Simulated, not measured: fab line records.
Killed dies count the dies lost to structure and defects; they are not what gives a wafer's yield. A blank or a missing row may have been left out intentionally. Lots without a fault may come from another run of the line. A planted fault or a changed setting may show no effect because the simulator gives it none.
fab line records || flow rit_cmos
record: {"lots": 5, "wafers": 27}
route steps=202 shown M1@200
start_h: hours from the record's opening day to when the first of the lot's shown wafers began || wait_h: hours from the lot's prior step to this one || " unchanged from the row above || L1.1+2: several wafers, shown together as one row || - no value, or no start given || * or withheld: withheld || < > ~ a bound
route shown NAME@n: NAME is a module with steps in the file, n the number in the route of the first one || usual: mean/standard deviation of fault-free wafers || same: alike in all rows || chamber/n: place in a boat || sites: per-site readings || _std_site: the values' standard deviation || _edge_site: outer sites' mean less inner sites' || radius_mm: how far each site lies from the wafer's centre || mask NAME#n: copy n || behind: the last tool/chamber to shape the wafer || hold: why the lot went on hold/how many hours it stayed there/how the hold came to an end || device: whichever transistor did not switch (one of n, p or np) || end of line: the route-end tests of the same wafers || step lacking rows: just its recipe || killed: at the first sort, the dies lost to defects and structure; wafer yield is something else || map: per-die view of a wafer (x killed, . not killed, _ where there is no die)
set.NAME: the setting as run; set.NAME@STEP: as run at that earlier step || model.NAME: the simulator's own value behind a step, which no gauge read
lots with deliberately changed settings; one table per step, one row per wafer
== steps ==
step: RIT_M1_ANNEAL_15
recipe: {"temp_c": 450, "time_s": 1800, "ambient": "forming_gas_H2N2"}
{"lot.wafer": "L075.1+3+4", "tool": "furnace-02", "chamber": 0, "start_h": 65.75, "wait_h": 0.1, "set.time_s": 1800}
{"lot.wafer": "L076.1+2+3+4+5+6", "tool": "-", "chamber": "-", "start_h": "-", "wait_h": 0.1, "set.time_s": 2453}
{"lot.wafer": "L078.1+2+3+4+5+6", "tool": "-", "chamber": "-", "start_h": "-", "wait_h": 0.1, "set.time_s": 1800}
{"lot.wafer": "L083.1+2+3+4+5+6", "tool": "-", "chamber": "-", "start_h": "-", "wait_h": 0.1, "set.time_s": 1800}
{"lot.wafer": "L084.1+2+3+4+5+6", "tool": "-", "chamber": "-", "start_h": "-", "wait_h": 0.1, "set.time_s": 1157}
step: RIT_M1_PROBE_99
usual: {"killed_at_M0_to_M3": "0.0/0.16", "killed_at_front_end": "7/3.5", "killed_dies": "7/3.5", "killed_open": "3.5/2.1", "killed_short": "3.6/2.4"}
same: {"gross_dies": 264, "killed_at_M4_up": 0, "killed_at_back_side": 0, "killed_at_contacts": 0, "killed_at_other": 0}
{"lot.wafer": "L075.1", "tool": "prober-02", "chamber": "-", "start_h": 67.37, "wait_h": 0.1, "set.ox_time_s@ACTIVE_OXIDATION_01": 3360, "set.time_s@SDANNEAL_RTA_03": 5, "killed_at_M0_to_M3": 0, "killed_at_front_end": 3, "killed_dies": 3, "killed_open": 3, "killed_short": 0, "model.etest.pmos_turned.r_on_ohm_um": 3655, "model.etest.pmos_0p15.r_on_ohm_um": 2913, "model.etest.pmos_0p3.r_on_ohm_um": 6436, "model.etest.nldd.width_nm": 3159, "model.etest.pldd.width_nm": 3160, "model.etest.pldd.rs_ohm_sq": 550.7}
{"lot.wafer": "L075.3", "tool": "prober-02", "chamber": "-", "start_h": 67.47, "wait_h": 0.2, "set.ox_time_s@ACTIVE_OXIDATION_01": 3360, "set.time_s@SDANNEAL_RTA_03": 5, "killed_at_M0_to_M3": 0, "killed_at_front_end": 9, "killed_dies": 9, "killed_open": 5, "killed_short": 4, "model.etest.pmos_turned.r_on_ohm_um": 3580, "model.etest.pmos_0p15.r_on_ohm_um": 2911, "model.etest.pmos_0p3.r_on_ohm_um": 6364, "model.etest.nldd.width_nm": 3176, "model.etest.pldd.width_nm": 3167, "model.etest.pldd.rs_ohm_sq": 524.6}
{"lot.wafer": "L075.4", "tool": "prober-02", "chamber": "-", "start_h": 67.52, "wait_h": 0.2, "set.ox_time_s@ACTIVE_OXIDATION_01": 3360, "set.time_s@SDANNEAL_RTA_03": 5, "killed_at_M0_to_M3": 0, "killed_at_front_end": 14, "killed_dies": 14, "killed_open": 7, "killed_short": 7, "model.etest.pmos_turned.r_on_ohm_um": 3763, "model.etest.pmos_0p15.r_on_ohm_um": 3022, "model.etest.pmos_0p3.r_on_ohm_um": 6530, "model.etest.nldd.width_nm": 3150, "model.etest.pldd.width_nm": 3164, "model.etest.pldd.rs_ohm_sq": 569.1}
{"lot.wafer": "L076.1", "tool": "prober-01", "chamber": "-", "start_h": 71.87, "wait_h": 0.1, "set.ox_time_s@ACTIVE_OXIDATION_01": 3360, "set.time_s@SDANNEAL_RTA_03": 2.924, "killed_at_M0_to_M3": 0, "killed_at_front_end": 5, "killed_dies": 5, "killed_open": 2, "killed_short": 3, "model.etest.pmos_turned.r_on_ohm_um": 3743, "model.etest.pmos_0p15.r_on_ohm_um": 2900, "model.etest.pmos_0p3.r_on_ohm_um": 6501, "model.etest.nldd.width_nm": 3153, "model.etest.pldd.width_nm": 3155, "model.etest.pldd.rs_ohm_sq": 524.6}
{"lot.wafer": "L076.2", "tool": "prober-01", "chamber": "-", "start_h": 71.92, "wait_h": 0.1, "set.ox_time_s@ACTIVE_OXIDATION_01": 3360, "set.time_s@SDANNEAL_RTA_03": 2.924, "killed_at_M0_to_M3": 0, "killed_at_front_end": 8, "killed_dies": 8, "killed_open": 5, "killed_short": 3, "model.etest.pmos_turned.r_on_ohm_um": 3887, "model.etest.pmos_0p15.r_on_ohm_um": 2938, "model.etest.pmos_0p3.r_on_ohm_um": 6572, "model.etest.nldd.width_nm": 3147, "model.etest.pldd.width_nm": 3154, "model.etest.pldd.rs_ohm_sq": 580.9}
{"lot.wafer": "L076.3", "tool": "prober-01", "chamber": "-", "start_h": 71.97, "wait_h": 0.2, "set.ox_time_s@ACTIVE_OXIDATION_01": 3360, "set.time_s@SDANNEAL_RTA_03": 5, "killed_at_M0_to_M3": 0, "killed_at_front_end": 3, "killed_dies": 3, "killed_open": 1, "killed_short": 2, "model.etest.pmos_turned.r_on_ohm_um": 3257, "model.etest.pmos_0p15.r_on_ohm_um": 2622, "model.etest.pmos_0p3.r_on_ohm_um": 6114, "model.etest.nldd.width_nm": 3157, "model.etest.pldd.width_nm": 3160, "model.etest.pldd.rs_ohm_sq": 502.4}
{"lot.wafer": "L076.4", "tool": "prober-01", "chamber": "-", "start_h": 72.02, "wait_h": 0.2, "set.ox_time_s@ACTIVE_OXIDATION_01": 3360, "set.time_s@SDANNEAL_RTA_03": 5, "killed_at_M0_to_M3": 0, "killed_at_front_end": 7, "killed_dies": 7, "killed_open": 2, "killed_short": 5, "model.etest.pmos_turned.r_on_ohm_um": 3356, "model.etest.pmos_0p15.r_on_ohm_um": 2685, "model.etest.pmos_0p3.r_on_ohm_um": 6113, "model.etest.nldd.width_nm": 3166, "model.etest.pldd.width_nm": 3153, "model.etest.pldd.rs_ohm_sq": 517.2}
{"lot.wafer": "L076.5", "tool": "prober-01", "chamber": "-", "start_h": 72.07, "wait_h": 0.2, "set.ox_time_s@ACTIVE_OXIDATION_01": 3360, "set.time_s@SDANNEAL_RTA_03": 2.924, "killed_at_M0_to_M3": 0, "killed_at_front_end": 9, "killed_dies": 9, "killed_open": 5, "killed_short": 4, "model.etest.pmos_turned.r_on_ohm_um": 3814, "model.etest.pmos_0p15.r_on_ohm_um": 2912, "model.etest.pmos_0p3.r_on_ohm_um": 6512, "model.etest.nldd.width_nm": 3158, "model.etest.pldd.width_nm": 3147, "model.etest.pldd.rs_ohm_sq": 546.4}
{"lot.wafer": "L076.6", "tool": "prober-01", "chamber": "-", "start_h": 72.12, "wait_h": 0.2, "set.ox_time_s@ACTIVE_OXIDATION_01": 3360, "set.time_s@SDANNEAL_RTA_03": 5, "killed_at_M0_to_M3": 0, "killed_at_front_end": 9, "killed_dies": 9, "killed_open": 4, "killed_short": 5, "model.etest.pmos_turned.r_on_ohm_um": 3342, "model.etest.pmos_0p15.r_on_ohm_um": 2673, "model.etest.pmos_0p3.r_on_ohm_um": 6274, "model.etest.nldd.width_nm": 3134, "model.etest.pldd.width_nm": 3141, "model.etest.pldd.rs_ohm_sq": 509.2}
{"lot.wafer": "L078.1", "tool": "prober-01", "chamber": "-", "start_h": 84.00, "wait_h": 0.1, "set.ox_time_s@ACTIVE_OXIDATION_01": 2080, "set.time_s@SDANNEAL_RTA_03": 5, "killed_at_M0_to_M3": 1, "killed_at_front_end": 263, "killed_dies": 264, "killed_open": 5, "killed_short": 5, "model.etest.pmos_turned.r_on_ohm_um": "-", "model.etest.pmos_0p15.r_on_ohm_um": "-", "model.etest.pmos_0p3.r_on_ohm_um": "-", "model.etest.nldd.width_nm": "-", "model.etest.pldd.width_nm": "-", "model.etest.pldd.rs_ohm_sq": "-"}
{"lot.wafer": "L078.2", "tool": "prober-01", "chamber": "-", "start_h": 84.05, "wait_h": 0.1, "set.ox_time_s@ACTIVE_OXIDATION_01": 2080, "set.time_s@SDANNEAL_RTA_03": 5.801, "killed_at_M0_to_M3": 0, "killed_at_front_end": 7, "killed_dies": 7, "killed_open": 3, "killed_short": 4, "model.etest.pmos_turned.r_on_ohm_um": 3387, "model.etest.pmos_0p15.r_on_ohm_um": 2693, "model.etest.pmos_0p3.r_on_ohm_um": 6077, "model.etest.nldd.width_nm": 3249, "model.etest.pldd.width_nm": 3255, "model.etest.pldd.rs_ohm_sq": 529.7}
{"lot.wafer": "L078.3", "tool": "prober-01", "chamber": "-", "start_h": 84.10, "wait_h": 0.2, "set.ox_time_s@ACTIVE_OXIDATION_01": 2080, "set.time_s@SDANNEAL_RTA_03": 5, "killed_at_M0_to_M3": 0, "killed_at_front_end": 264, "killed_dies": 264, "killed_open": 6, "killed_short": 3, "model.etest.pmos_turned.r_on_ohm_um": "-", "model.etest.pmos_0p15.r_on_ohm_um": "-", "model.etest.pmos_0p3.r_on_ohm_um": "-", "model.etest.nldd.width_nm": "-", "model.etest.pldd.width_nm": "-", "model.etest.pldd.rs_ohm_sq": "-"}
{"lot.wafer": "L078.4", "tool": "prober-01", "chamber": "-", "start_h": 84.15, "wait_h": 0.2, "set.ox_time_s@ACTIVE_OXIDATION_01": 2080, "set.time_s@SDANNEAL_RTA_03": 5.801, "killed_at_M0_to_M3": 0, "killed_at_front_end": 7, "killed_dies": 7, "killed_open": 5, "killed_short": 2, "model.etest.pmos_turned.r_on_ohm_um": 3422, "model.etest.pmos_0p15.r_on_ohm_um": 2723, "model.etest.pmos_0p3.r_on_ohm_um": 6018, "model.etest.nldd.width_nm": 3254, "model.etest.pldd.width_nm": 3257, "model.etest.pldd.rs_ohm_sq": 532}
{"lot.wafer": "L078.5", "tool": "prober-01", "chamber": "-", "start_h": 84.20, "wait_h": 0.2, "set.ox_time_s@ACTIVE_OXIDATION_01": 2080, "set.time_s@SDANNEAL_RTA_03": 5, "killed_at_M0_to_M3": 0, "killed_at_front_end": 5, "killed_dies": 5, "killed_open": 3, "killed_short": 2, "model.etest.pmos_turned.r_on_ohm_um": 3434, "model.etest.pmos_0p15.r_on_ohm_um": 2757, "model.etest.pmos_0p3.r_on_ohm_um": 6176, "model.etest.nldd.width_nm": 3258, "model.etest.pldd.width_nm": 3251, "model.etest.pldd.rs_ohm_sq": 513}
{"lot.wafer": "L078.6", "tool": "prober-01", "chamber": "-", "start_h": 84.25, "wait_h": 0.2, "set.ox_time_s@ACTIVE_OXIDATION_01": 2080, "set.time_s@SDANNEAL_RTA_03": 5.801, "killed_at_M0_to_M3": 0, "killed_at_front_end": 264, "killed_dies": 264, "killed_open": 0, "killed_short": 2, "model.etest.pmos_turned.r_on_ohm_um": "-", "model.etest.pmos_0p15.r_on_ohm_um": "-", "model.etest.pmos_0p3.r_on_ohm_um": "-", "model.etest.nldd.width_nm": "-", "model.etest.pldd.width_nm": "-", "model.etest.pldd.rs_ohm_sq": "-"}
{"lot.wafer": "L083.1", "tool": "prober-02", "chamber": "-", "start_h": 108.08, "wait_h": 0.1, "set.ox_time_s@ACTIVE_OXIDATION_01": 3360, "set.time_s@SDANNEAL_RTA_03": 3.234, "killed_at_M0_to_M3": 0, "killed_at_front_end": 4, "killed_dies": 4, "killed_open": 1, "killed_short": 3, "model.etest.pmos_turned.r_on_ohm_um": 3832, "model.etest.pmos_0p15.r_on_ohm_um": 3029, "model.etest.pmos_0p3.r_on_ohm_um": 6507, "model.etest.nldd.width_nm": 3184, "model.etest.pldd.width_nm": 3159, "model.etest.pldd.rs_ohm_sq": 554.2}
{"lot.wafer": "L083.2", "tool": "prober-02", "chamber": "-", "start_h": 108.13, "wait_h": 0.1, "set.ox_time_s@ACTIVE_OXIDATION_01": 3360, "set.time_s@SDANNEAL_RTA_03": 5, "killed_at_M0_to_M3": 0, "killed_at_front_end": 6, "killed_dies": 6, "killed_open": 5, "killed_short": 1, "model.etest.pmos_turned.r_on_ohm_um": 3311, "model.etest.pmos_0p15.r_on_ohm_um": 2682, "model.etest.pmos_0p3.r_on_ohm_um": 6190, "model.etest.nldd.width_nm": 3190, "model.etest.pldd.width_nm": 3186, "model.etest.pldd.rs_ohm_sq": 495}
{"lot.wafer": "L083.3", "tool": "prober-02", "chamber": "-", "start_h": 108.18, "wait_h": 0.2, "set.ox_time_s@ACTIVE_OXIDATION_01": 3360, "set.time_s@SDANNEAL_RTA_03": 5, "killed_at_M0_to_M3": 0, "killed_at_front_end": 4, "killed_dies": 4, "killed_open": 2, "killed_short": 2, "model.etest.pmos_turned.r_on_ohm_um": 3348, "model.etest.pmos_0p15.r_on_ohm_um": 2723, "model.etest.pmos_0p3.r_on_ohm_um": 6079, "model.etest.nldd.width_nm": 3174, "model.etest.pldd.width_nm": 3184, "model.etest.pldd.rs_ohm_sq": 501.6}
{"lot.wafer": "L083.4", "tool": "prober-02", "chamber": "-", "start_h": 108.23, "wait_h": 0.2, "set.ox_time_s@ACTIVE_OXIDATION_01": 3360, "set.time_s@SDANNEAL_RTA_03": 3.234, "killed_at_M0_to_M3": 0, "killed_at_front_end": 6, "killed_dies": 6, "killed_open": 4, "killed_short": 2, "model.etest.pmos_turned.r_on_ohm_um": 3792, "model.etest.pmos_0p15.r_on_ohm_um": 2978, "model.etest.pmos_0p3.r_on_ohm_um": 6494, "model.etest.nldd.width_nm": 3163, "model.etest.pldd.width_nm": 3188, "model.etest.pldd.rs_ohm_sq": 539.8}
{"lot.wafer": "L083.5", "tool": "prober-02", "chamber": "-", "start_h": 108.28, "wait_h": 0.2, "set.ox_time_s@ACTIVE_OXIDATION_01": 3360, "set.time_s@SDANNEAL_RTA_03": 3.234, "killed_at_M0_to_M3": 0, "killed_at_front_end": 6, "killed_dies": 6, "killed_open": 2, "killed_short": 4, "model.etest.pmos_turned.r_on_ohm_um": 3822, "model.etest.pmos_0p15.r_on_ohm_um": 3004, "model.etest.pmos_0p3.r_on_ohm_um": 6566, "model.etest.nldd.width_nm": 3174, "model.etest.pldd.width_nm": 3186, "model.etest.pldd.rs_ohm_sq": 543.6}
{"lot.wafer": "L083.6", "tool": "prober-02", "chamber": "-", "start_h": 108.33, "wait_h": 0.2, "set.ox_time_s@ACTIVE_OXIDATION_01": 3360, "set.time_s@SDANNEAL_RTA_03": 5, "killed_at_M0_to_M3": 0, "killed_at_front_end": 6, "killed_dies": 6, "killed_open": 2, "killed_short": 4, "model.etest.pmos_turned.r_on_ohm_um": 3443, "model.etest.pmos_0p15.r_on_ohm_um": 2781, "model.etest.pmos_0p3.r_on_ohm_um": 6139, "model.etest.nldd.width_nm": 3194, "model.etest.pldd.width_nm": 3172, "model.etest.pldd.rs_ohm_sq": 511.7}
{"lot.wafer": "L084.1", "tool": "prober-01", "chamber": "-", "start_h": 112.23, "wait_h": 0.1, "set.ox_time_s@ACTIVE_OXIDATION_01": 1453, "set.time_s@SDANNEAL_RTA_03": 2.43, "killed_at_M0_to_M3": 0, "killed_at_front_end": 10, "killed_dies": 10, "killed_open": 3, "killed_short": 1, "model.etest.pmos_turned.r_on_ohm_um": 3764, "model.etest.pmos_0p15.r_on_ohm_um": 2923, "model.etest.pmos_0p3.r_on_ohm_um": 6343, "model.etest.nldd.width_nm": 3303, "model.etest.pldd.width_nm": 3308, "model.etest.pldd.rs_ohm_sq": 566.5}
{"lot.wafer": "L084.2", "tool": "prober-01", "chamber": "-", "start_h": 112.28, "wait_h": 0.1, "set.ox_time_s@ACTIVE_OXIDATION_01": 1453, "set.time_s@SDANNEAL_RTA_03": 2.43, "killed_at_M0_to_M3": 1, "killed_at_front_end": 8, "killed_dies": 9, "killed_open": 5, "killed_short": 4, "model.etest.pmos_turned.r_on_ohm_um": 4302, "model.etest.pmos_0p15.r_on_ohm_um": 3210, "model.etest.pmos_0p3.r_on_ohm_um": 6707, "model.etest.nldd.width_nm": 3322, "model.etest.pldd.width_nm": 3336, "model.etest.pldd.rs_ohm_sq": 576.5}
{"lot.wafer": "L084.3", "tool": "prober-01", "chamber": "-", "start_h": 112.33, "wait_h": 0.2, "set.ox_time_s@ACTIVE_OXIDATION_01": 1453, "set.time_s@SDANNEAL_RTA_03": 5, "killed_at_M0_to_M3": 0, "killed_at_front_end": 5, "killed_dies": 5, "killed_open": 3, "killed_short": 2, "model.etest.pmos_turned.r_on_ohm_um": 3156, "model.etest.pmos_0p15.r_on_ohm_um": 2544, "model.etest.pmos_0p3.r_on_ohm_um": 5963, "model.etest.nldd.width_nm": 3324, "model.etest.pldd.width_nm": 3335, "model.etest.pldd.rs_ohm_sq": 500.4}
{"lot.wafer": "L084.4", "tool": "prober-01", "chamber": "-", "start_h": 112.38, "wait_h": 0.2, "set.ox_time_s@ACTIVE_OXIDATION_01": 1453, "set.time_s@SDANNEAL_RTA_03": 2.43, "killed_at_M0_to_M3": 0, "killed_at_front_end": 6, "killed_dies": 6, "killed_open": 3, "killed_short": 3, "model.etest.pmos_turned.r_on_ohm_um": 4096, "model.etest.pmos_0p15.r_on_ohm_um": 3076, "model.etest.pmos_0p3.r_on_ohm_um": 6488, "model.etest.nldd.width_nm": 3317, "model.etest.pldd.width_nm": 3311, "model.etest.pldd.rs_ohm_sq": 561.5}
{"lot.wafer": "L084.5", "tool": "prober-01", "chamber": "-", "start_h": 112.43, "wait_h": 0.2, "set.ox_time_s@ACTIVE_OXIDATION_01": 1453, "set.time_s@SDANNEAL_RTA_03": 5, "killed_at_M0_to_M3": 0, "killed_at_front_end": 12, "killed_dies": 12, "killed_open": 3, "killed_short": 4, "model.etest.pmos_turned.r_on_ohm_um": 3482, "model.etest.pmos_0p15.r_on_ohm_um": 2785, "model.etest.pmos_0p3.r_on_ohm_um": 6167, "model.etest.nldd.width_nm": 3315, "model.etest.pldd.width_nm": 3314, "model.etest.pldd.rs_ohm_sq": 504.7}
{"lot.wafer": "L084.6", "tool": "prober-01", "chamber": "-", "start_h": 112.48, "wait_h": 0.2, "set.ox_time_s@ACTIVE_OXIDATION_01": 1453, "set.time_s@SDANNEAL_RTA_03": 5, "killed_at_M0_to_M3": 0, "killed_at_front_end": 13, "killed_dies": 13, "killed_open": 5, "killed_short": 8, "model.etest.pmos_turned.r_on_ohm_um": 3078, "model.etest.pmos_0p15.r_on_ohm_um": 2562, "model.etest.pmos_0p3.r_on_ohm_um": 5887, "model.etest.nldd.width_nm": 3309, "model.etest.pldd.width_nm": 3318, "model.etest.pldd.rs_ohm_sq": 491.9}
killed by level:class
L075.1 GATE:geometric_particle:open=2 SILICIDE:geometric_particle:open=1
L075.3 FOX1:geometric_particle:short=2 GATE:geometric_particle:open=2 REOX:geometric_particle:open=2 FOX1:geometric_particle:open=1 GATE:geometric_particle:short=1 SPACER:geometric_particle:short=1
L075.4 GATE:geometric_particle:open=4 GATE:geometric_particle:short=3 FOX1:geometric_particle:short=2 FOX2:geometric_particle:open=2 SPACER:geometric_particle:open=1 SPACER:geometric_particle:short=1 SILICIDE:geometric_particle:short=1
L076.1 GATE:geometric_particle:short=3 REOX:geometric_particle:open=1 SPACER:geometric_particle:open=1
L076.2 GATE:geometric_particle:open=4 GATE:geometric_particle:short=2 SPACER:geometric_particle:short=1 SILICIDE:geometric_particle:open=1
L076.3 GATE:geometric_particle:short=1 GATE:geometric_particle:open=1 SPACER:geometric_particle:short=1
L076.4 SILICIDE:geometric_particle:short=2 GATE:geometric_particle:open=1 GATE:geometric_particle:short=1 REOX:geometric_particle:short=1 SPACER:geometric_particle:short=1 SILICIDE:geometric_particle:open=1
L076.5 SPACER:geometric_particle:open=3 SPACER:geometric_particle:short=2 FOX1:geometric_particle:open=1 GATE:geometric_particle:open=1 GATE:geometric_particle:short=1 SILICIDE:geometric_particle:short=1
L076.6 FOX1:geometric_particle:short=2 GATE:geometric_particle:short=2 FOX1:geometric_particle:open=1 GATE:geometric_particle:open=1 SPACER:geometric_particle:open=1 SILICIDE:geometric_particle:short=1 SILICIDE:geometric_particle:open=1
L078.1 GATE:area_etch=254 GATE:geometric_particle:short=2 FOX1:geometric_particle:open=1 REOX:geometric_particle:short=1 FOX2:geometric_particle:open=1 GATE:geometric_particle:open=1 REOX:geometric_particle:open=1 SPACER:geometric_particle:short=1
L078.2 SPACER:geometric_particle:short=3 SPACER:geometric_particle:open=2 SILICIDE:geometric_particle:open=1 SILICIDE:geometric_particle:short=1
L078.3 GATE:area_etch=255 GATE:geometric_particle:short=2 SPACER:geometric_particle:open=2 FOX1:geometric_particle:open=1 FOX2:geometric_particle:open=1 FOX2:geometric_particle:short=1 GATE:geometric_particle:open=1 SILICIDE:geometric_particle:open=1
L078.4 GATE:geometric_particle:open=2 GATE:geometric_particle:short=2 SPACER:geometric_particle:open=2 FOX2:geometric_particle:open=1
L078.5 FOX2:geometric_particle:open=1 GATE:geometric_particle:short=1 GATE:geometric_particle:open=1 SPACER:geometric_particle:open=1 SPACER:geometric_particle:short=1
L078.6 GATE:area_etch=262 GATE:geometric_particle:short=1 SPACER:geometric_particle:short=1
L083.1 FOX1:geometric_particle:short=2 SPACER:geometric_particle:open=1 SILICIDE:geometric_particle:short=1
L083.2 GATE:geometric_particle:open=2 GATE:geometric_particle:short=1 FOX2:geometric_particle:open=1 SPACER:geometric_particle:open=1 SILICIDE:geometric_particle:open=1
L083.3 GATE:geometric_particle:short=2 GATE:geometric_particle:open=1 REOX:geometric_particle:open=1
L083.4 GATE:geometric_particle:open=2 FOX1:geometric_particle:open=1 GATE:geometric_particle:short=1 SPACER:geometric_particle:open=1 SILICIDE:geometric_particle:short=1
L083.5 GATE:geometric_particle:short=3 FOX1:geometric_particle:open=1 GATE:geometric_particle:open=1 SPACER:geometric_particle:short=1
L083.6 GATE:geometric_particle:short=3 GATE:geometric_particle:open=2 FOX1:geometric_particle:short=1
L084.1 ACTIVE:area_oxidation=5 FOX1:geometric_particle:open=1 FOX2:geometric_particle:short=1 SPACER:geometric_particle:open=1 SILICIDE:geometric_particle:open=1 ACTIVE:area_etch=1
L084.2 FOX1:geometric_particle:short=3 FOX1:geometric_particle:open=2 FOX2:geometric_particle:open=1 GATE:geometric_particle:short=1 SILICIDE:geometric_particle:open=1 M1:geometric_particle:open=1
L084.3 SILICIDE:geometric_particle:open=2 GATE:geometric_particle:open=1 REOX:geometric_particle:short=1 SPACER:geometric_particle:short=1
L084.4 REOX:geometric_particle:open=2 SILICIDE:geometric_particle:short=2 GATE:geometric_particle:short=1 GATE:geometric_particle:open=1
L084.5 GATE:geometric_particle:short=3 ACTIVE:area_oxidation=3 GATE:geometric_particle:open=2 FOX1:geometric_particle:open=1 SPACER:geometric_particle:short=1 PSD:coat_microbubble_printed=1 ACTIVE:area_etch=1
L084.6 REOX:geometric_particle:short=2 SPACER:geometric_particle:short=2 SILICIDE:geometric_particle:open=2 FOX1:geometric_particle:short=1 FOX1:geometric_particle:open=1 FOX2:geometric_particle:short=1 GATE:geometric_particle:open=1 GATE:geometric_particle:short=1
== key ==
split: {"step": "RIT_M1_ANNEAL_15", "setting": "time_s", "stated": 1800, "by": "lot"}
response none clear
split outside_this_file step=RIT_ACTIVE_OXIDATION_01 setting=ox_time_s
split outside_this_file step=RIT_SDANNEAL_RTA_03 setting=time_s
split outside_this_file: this setting was split too, and the file shows its column; the key of that split is in another file
